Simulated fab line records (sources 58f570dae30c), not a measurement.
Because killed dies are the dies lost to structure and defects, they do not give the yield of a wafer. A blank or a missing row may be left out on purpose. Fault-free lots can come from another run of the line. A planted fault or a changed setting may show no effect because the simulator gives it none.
Which tool was responsible? + flow berkeley-cmos170 + 15 lots (45 wafers sampled), 1 step of a 331-step route

== WHAT EACH GAUGE READ, for each wafer ==
No reading from a measuring or inspecting step in the record can be judged against a usual standard deviation.

== EACH LOT AND THE TOOL THAT RAN IT (in order: tool; ch and the chambers of the sampled wafers; start) ==
| lot  | UCB170_START_ANNEAL_04       |
|------|------------------------------|
| L253 | furnace-02 ch 0, day 2 03:02 |
| L254 | furnace-01 ch 0, day 2 07:49 |
| L258 | furnace-01 ch 0, day 2 22:46 |
| L259 | furnace-02 ch 0, day 3 08:52 |
| L261 | furnace-02, day 3 19:10      |
| L262 | furnace-02, day 3 19:10      |
| L263 | furnace-02, day 4 05:01      |
| L264 | furnace-02 ch 0, day 4 05:01 |
| L266 | furnace-01 ch 0, day 4 13:41 |
| L267 | furnace-02 ch 0, day 4 21:29 |
| L269 | furnace-02 ch 0, day 5 10:25 |
| L270 | furnace-02 ch 0, day 5 10:25 |
| L271 | furnace-04 ch 0, day 5 23:33 |
| L272 | furnace-04 ch 0, day 5 23:33 |
| L275 | furnace-02 ch 0, day 6 16:49 |
- UCB170_START_ANNEAL_04: time 1200 s.

== WHAT THE TOOLS THEMSELVES READ (means of the sampled wafers that have a number; where no wafer has one, the mark that the record gives instead) ==
UCB170_START_ANNEAL_04.
| lot  | tool       | spike-tc-centre-C (C) | spike-tc-load-C (C) | zone-power-centre-pct (%) |
|------|------------|-----------------------|---------------------|---------------------------|
| L253 | furnace-02 | 952.1                 | 980                 | 41                        |
| L254 | furnace-01 | 954.3                 | 973                 | 50                        |
| L258 | furnace-01 | 954.0                 | 973                 | 50                        |
| L259 | furnace-02 | 952.6                 | 979                 | 40                        |
| L261 | furnace-02 | -                     | -                   | -                         |
| L262 | furnace-02 | -                     | -                   | -                         |
| L263 | furnace-02 | -                     | -                   | -                         |
| L264 | furnace-02 | 953.0                 | 979                 | 41                        |
| L266 | furnace-01 | 953.5                 | 972                 | 51                        |
| L267 | furnace-02 | 953.1                 | 979                 | 40                        |
| L269 | furnace-02 | 952.8                 | 979                 | 41                        |
| L270 | furnace-02 | 954.1                 | 978                 | 41                        |
| L271 | furnace-04 | 951.5                 | 971                 | 43                        |
| L272 | furnace-04 | 951.6                 | 973                 | 44                        |
| L275 | furnace-02 | 951.6                 | 980                 | 40                        |

== THE ANSWER, worked out from the rows above alone ==
Rule: what is usual is taken from the lots themselves. The widest of any qualifying gaps counts: lots, ordered by their means at a reading, are off when they make up no more than a third of the lots, leave a main group of 4 or more, and stand apart from it by 3 or more times the standard deviation of that group's means. The tables above print the reading to a certain number of digits; a main group whose means all agree to those digits is not used. Also off: a lot with no number at a reading for which 4 or more lots have one. Where the step has rows for the other lots, those lots are counted as sound. Order of review: gauges by route order, followed by the tools' own readings, for which a lot's mean as printed above is used. The first step at which some lot is off is used, and at that step the reading that is off furthest; a lot without a number counts as furthest.
Off: L261, L262, L263, at UCB170_START_ANNEAL_04 (spike-tc-centre-C). Without a number there: L261, L262, L263. Main group: mean 952.9 C, sd 0.96.
A tool fits if, at that step or a process step before it, it ran every lot that is off, and no sound lot after the first of them. No candidate that was tried fits.

== WHAT THE SIMULATOR PUT IN ==
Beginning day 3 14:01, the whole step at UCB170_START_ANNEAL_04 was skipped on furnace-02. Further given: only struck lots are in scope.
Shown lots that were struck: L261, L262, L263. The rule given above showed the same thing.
